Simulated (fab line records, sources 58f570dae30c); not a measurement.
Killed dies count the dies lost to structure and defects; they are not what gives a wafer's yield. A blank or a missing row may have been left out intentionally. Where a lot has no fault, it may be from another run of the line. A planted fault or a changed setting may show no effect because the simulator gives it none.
Struck lot and sound lot, side by side ; flow berkeley_cmos170 ; 14 steps out of a route of 331
Sound: these wafers, L142.3, L142.5, L142.6. Struck: wafers L144.1, L144.5, L144.6. Last of all comes the cause.
At each step with rows: each side's tool, then ch and its chambers, then its first start. Under that, the readings that differ: sound wafers ; struck wafers ; difference of the means ; sigmas: that difference in standard deviations of wafers without a fault.
alike: words and numbers the same on both sides, and readings whose means are apart by under 2 such deviations; not compared: readings that were withheld, readings missing a value for some wafer, numbers with overlapping values and no deviation given by the record, and bounds like >300 which may hide the same value.
The two part at a step that has a row with sigmas, a row that says differs or no value, or rows on one side only. Numbers that have no deviation but don't overlap get no sigmas and don't part them. Lack of a reading on every wafer of one side parts them only where that side has two or more wafers.

first, 2 steps without rows for these wafers: UCB170_NVT_PEB_04; UCB170_NVT_DEVELOP_05 (develop time 45 s).
UCB170_NVT_OVL_MEAS_06:
  struck on overlay-01, day 9 12:52; sound on overlay-01, day 9 06:36
  alike: NVT_OVL
then, 1 step without rows for these wafers: UCB170_NVT_IMPLANT_07.
UCB170_NVT_STRIP_08: strips in O2.
  sound on plasma_asher-02 ch 0,1, day 9 06:48; struck on plasma_asher-02 ch 0,1, day 9 13:04
  alike: drypump_motor_current_A, oes_product_au, strip_time_to_endpoint_s
  not compared: rf_hours_counter_h
UCB170_NVT_TW_MEAS_09:
  struck on film_metro-01, day 9 13:10; sound on film_metro-01, day 9 06:53
  alike: NVT_TW
then, 6 steps without rows for these wafers: UCB170_NVT_CLEAN_10 (cleans in SPM, time 600 s); UCB170_PVT_HMDS_00 (prime time 60 s); UCB170_PVT_COAT_01 (resist thk 900 nm); UCB170_PVT_SOFTBAKE_02 (time 60 s); UCB170_PVT_EXPOSE_03 (exposes mask NWELL, target cd 3000 nm); UCB170_PVT_PEB_04.
UCB170_PVT_DEVELOP_05: develop time 45 s.
  sound on litho_track-04 ch 0, day 9 09:00; struck on litho_track-04, day 9 14:00
  no value came back on the struck wafers for chill_plate_temp_C (C), develop_time_s (s); on the sound wafers chill_plate_temp_C (C) reads 23.02 23.04 22.99
reading;sound;struck;difference;sigmas
model.KrF_of_PVT_COAT_01.thk_nm (nm);885.2 884 883.8;904.3 902 901.4;+18.2;
UCB170_PVT_OVL_MEAS_06:
  struck on overlay-01, day 9 14:52; sound on overlay-01, day 9 09:25
reading;sound;struck;difference;sigmas
PVT_OVL (nm);-4 -3 -2;- - -;no value on the struck wafers;

== WHERE THEY PART ==
First at UCB170_PVT_DEVELOP_05; last, within this record, at UCB170_PVT_OVL_MEAS_06.

WHY: what had been put in by the simulator
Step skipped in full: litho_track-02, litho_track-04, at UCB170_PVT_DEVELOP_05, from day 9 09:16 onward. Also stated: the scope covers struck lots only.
